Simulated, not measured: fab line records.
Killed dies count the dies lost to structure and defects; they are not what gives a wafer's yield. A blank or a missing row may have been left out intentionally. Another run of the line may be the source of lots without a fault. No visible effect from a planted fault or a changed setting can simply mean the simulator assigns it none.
Check for tools in common | flow berkeley_cmos170 | 42 wafers sampled across 14 lots

== REASON FOR OPENING ==
2 of 14 lots carry a flag on the reading M2_AL_RS at UCB170_M2_RS_MEAS_02. Wafers without a fault read 0.03237 ohm/sq, standard deviation 0.00027.
Rule: a lot gets a flag if all its wafers with a number sit over 4 standard deviations from that mean, or if no wafer of it has a number. The rest of the lots are taken to be sound.

lot  | measured     | on            | M2_AL_RS (ohm/sq), wafer by wafer | flag
L854 | day 7 21:22  | film_metro-01 | 0.03233 0.03211 0.03235           |
L853 | day 8 01:43  | film_metro-02 | 0.03249 0.03226 0.03197           |
L857 | day 8 13:55  | film_metro-01 | 0.03242 0.03186 0.03237           |
L859 | day 9 03:49  | film_metro-02 | 0.03242 0.03258 0.0324            |
L861 | day 9 16:12  | film_metro-04 | 0.03264 0.0325 0.03283            |
L862 | day 9 22:49  | film_metro-04 | 0.03206 0.03208 0.03199           |
L863 | day 9 23:18  | film_metro-04 | 0.01616 0.01638 0.01628           | FLAGGED
L866 | day 9 23:22  | film_metro-04 | 0.01593 0.01594 0.016             | FLAGGED
L868 | day 10 15:47 | film_metro-02 | 0.03271 0.03223 0.03285           |
L870 | day 10 20:02 | film_metro-04 | 0.03191 0.03203 0.03234           |
L871 | day 10 20:25 | film_metro-02 | 0.03242 0.03234 0.03226           |
L875 | day 11 12:07 | film_metro-01 | 0.03245 0.03248 0.03262           |
L873 | day 11 12:25 | film_metro-01 | 0.03265 0.03234 0.03265           |
L874 | day 11 19:57 | film_metro-04 | 0.03263 0.03284 0.03276           |
The mean of the flagged lots' numbers is 0.01612 ohm/sq, -0.01626 ohm/sq from the usual (-60 standard deviations).

== LOT BY LOT: THE TOOL USED ==
The record holds 1 process step before the reading, out of a route of 331 steps. Read each cell as the tool, then ch plus the chambers that the sampled wafers visited, then the start.
lot  | flag    | UCB170_M2_SPUTTER_01
L854 |         | pvd_sputter-01, day 7 21:17
L853 |         | pvd_sputter-04, day 8 01:38
L857 |         | pvd_sputter-04, day 8 13:49
L859 |         | pvd_sputter-03, day 9 03:44
L861 |         | pvd_sputter-04, day 9 16:07
L862 |         | pvd_sputter-01, day 9 22:41
L863 | FLAGGED | pvd_sputter-04, day 9 22:52
L866 | FLAGGED | pvd_sputter-01, day 9 23:02
L868 |         | pvd_sputter-04, day 10 15:43
L870 |         | pvd_sputter-04, day 10 19:57
L871 |         | pvd_sputter-01, day 10 20:19
L875 |         | pvd_sputter-03, day 11 12:02
L873 |         | pvd_sputter-04, day 11 12:19
L874 |         | pvd_sputter-03, day 11 19:52
What is done by these steps:
- UCB170_M2_SPUTTER_01: material Al, target thk 900 nm, time 120 s.
- UCB170_M2_RS_MEAS_02: measures by four-point-probe.

== FLAGGED OVER TOTAL, TOOL BY TOOL (the gauges that took the reading come last) ==
step                 | tool           | lots run | flagged | share of the flagged lots | sound lots run after its first flagged lot
UCB170_M2_SPUTTER_01 | pvd_sputter-01 | 4        | 1       | some                      | 1 (L871)
UCB170_M2_SPUTTER_01 | pvd_sputter-03 | 3        | 0       | none                      | -
UCB170_M2_SPUTTER_01 | pvd_sputter-04 | 7        | 1       | some                      | 3 (L868,L870,L873)
UCB170_M2_RS_MEAS_02 | film_metro-01  | 4        | 0       | none                      | -
UCB170_M2_RS_MEAS_02 | film_metro-02  | 4        | 0       | none                      | -
UCB170_M2_RS_MEAS_02 | film_metro-04  | 6        | 2       | all                       | 2 (L870,L874)

== WHAT THE TABLE PERMITS ==
In the table, 1 row covers all flagged lots: film_metro-04 at UCB170_M2_RS_MEAS_02.
- film_metro-04 at UCB170_M2_RS_MEAS_02 ran 6 lots, 2 of them flagged. Sound lots followed the first flagged one (L870, L874) on it, something a lasting fault affecting the whole tool could not allow.
No row of the table ran every flagged lot and no sound lot after the first.

== WHAT THE SIMULATOR PUT IN ==
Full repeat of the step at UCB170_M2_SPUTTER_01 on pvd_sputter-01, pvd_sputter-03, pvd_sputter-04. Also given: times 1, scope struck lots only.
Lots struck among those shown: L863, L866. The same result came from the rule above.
